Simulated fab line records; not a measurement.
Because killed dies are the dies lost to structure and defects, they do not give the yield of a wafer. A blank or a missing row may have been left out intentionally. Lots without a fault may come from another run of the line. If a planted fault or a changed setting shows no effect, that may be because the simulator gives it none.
Problem report, 8D (eight disciplines) form, completed by code | flow ritCmos | the parts of the form that need people (team, actions taken, sign-off) are left out

## 1. THE PROBLEM
Mean of runLengthS at RIT_NWELL_STRIP_09: 72.4 s over 3 wafers from 1 lot, against 208.3 s (standard deviation 0.51) on wafers with no fault. So: -99 or more standard deviations from the usual mean.
The step: strips in O2, time 180 s.
The first sign was on wafer L574.2 at day 2 18:41, on plasmaAsher-04. The record holds 39 wafers of 13 lots with a number at this step. Rule for "out" (also "out of limits"): further than 4 standard deviations from the usual mean. The other wafers with a number count as sound.

## 2. WHAT IT IS AND WHAT IT IS NOT
question                    | is                     | is not
which readings at this step | runLengthS             | chamberPressureMTorr, drypumpMotorCurrentA, o2FlowSccm
which lots                  | L574                   | L571, L572, L573, L584, L585, L586, L588, L589, L590, L591, L592, L593
which wafers of those lots  | all that have a number | -
read on which tools         | plasmaAsher-04         | plasmaAsher-01, plasmaAsher-02
when                        | from day 2 18:41       | up to then (9 sound wafers); but 27 sound wafers of L584, L585, L586, L588, L589, L590, L591, L592, L593 came after

## 3. THE SUSPECTS, EACH WITH WHAT RULES IT OUT
Counting: a tool at any process step up to the reading remains a suspect when it ran all the lots that are out and ran no sound lot after the first of those.
- plasmaAsher-04 at RIT_NWELL_STRIP_09 (strips in O2, time 180 s): ruled out as a lasting fault. Following L574 (day 2 18:41), the first lot on it that is out, the sound lots L584, L585, L588, L589, L590 were run on it.
Left after counting: nothing in the record.

## 4. THE CAUSE (what the simulator had put in)
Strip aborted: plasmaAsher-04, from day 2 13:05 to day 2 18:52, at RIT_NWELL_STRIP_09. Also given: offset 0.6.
Counting ruled it out, wrongly.

## 5. SEQUENCE OF EFFECTS, ordered by route
Each row: a reading where the mean over the struck wafers with a number is more than 3 standard deviations away from the usual. Only readings for which the record gives a usual standard deviation are gone through. hours: the time from each lot's start at the first step in this table that gives one to its start at this step, as a median over the lots. sigmas: the change in usual standard deviations.
hours | step               | reading    | usual   | on struck wafers | change | sigmas
0     | RIT_NWELL_STRIP_09 | runLengthS | 208.3 s | 72.4             | -135.9 | -99 or more
The process steps in it:
- RIT_NWELL_STRIP_09: strips in O2, time 180 s.

## 6. HOW IT WOULD HAVE BEEN CAUGHT EARLIER
6 hours passed between the start of the fault at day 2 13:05 and the first reading out of limits in this record, taken at day 2 18:41.
